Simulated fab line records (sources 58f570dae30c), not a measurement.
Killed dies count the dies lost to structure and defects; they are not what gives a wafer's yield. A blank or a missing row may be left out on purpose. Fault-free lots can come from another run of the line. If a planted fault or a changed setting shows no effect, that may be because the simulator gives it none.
Matching of chambers / flow berkeleyCmos170 / UCB170_SILICIDE_WET_ETCH_05 on wetBench-04 has 3 sister chambers
The step etches Ti in SPM, time 45 s. 3 wafers are shown with their chamber, then 3 later ones without.

WAFERS WITH THEIR CHAMBER
wafer=L272.6; chamber=0; bathGuardTempC (C)=121.3
wafer=L276.6; chamber=2; bathGuardTempC (C)=120.5
wafer=L277.5; chamber=3; bathGuardTempC (C)=119.1

WAFERS MISSING THEIR CHAMBER
wafer=L281.3; bathGuardTempC (C)=120.1
wafer=L281.4; bathGuardTempC (C)=120.0
wafer=L281.5; bathGuardTempC (C)=120.3

WHICH CHAMBER EACH ONE RAN IN
wafer=L281.3; from the rows above=can't be placed: 2 or 3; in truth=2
wafer=L281.4; from the rows above=can't be placed: 2 or 3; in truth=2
wafer=L281.5; from the rows above=2; in truth=2
1 of 3 placed correctly. Cannot be placed on the basis of these rows: 2; the candidates contain the true chamber in 2. Number placed wrongly: 0.
How it was worked out, from the rows above alone: a wafer's distance from a chamber is the root of the sum, over the readings, of the square of ((its reading less the chamber's mean) divided by the reading's scatter). If the next closest chamber is less than 2 further off than the closest, the wafer can't be placed; otherwise it belongs to the closest. For every chamber, the mean is computed from those of its wafers that are shown. The scatter: root of mean squared gap, hidden wafer to nearest shown wafer, with one shown wafer a chamber.
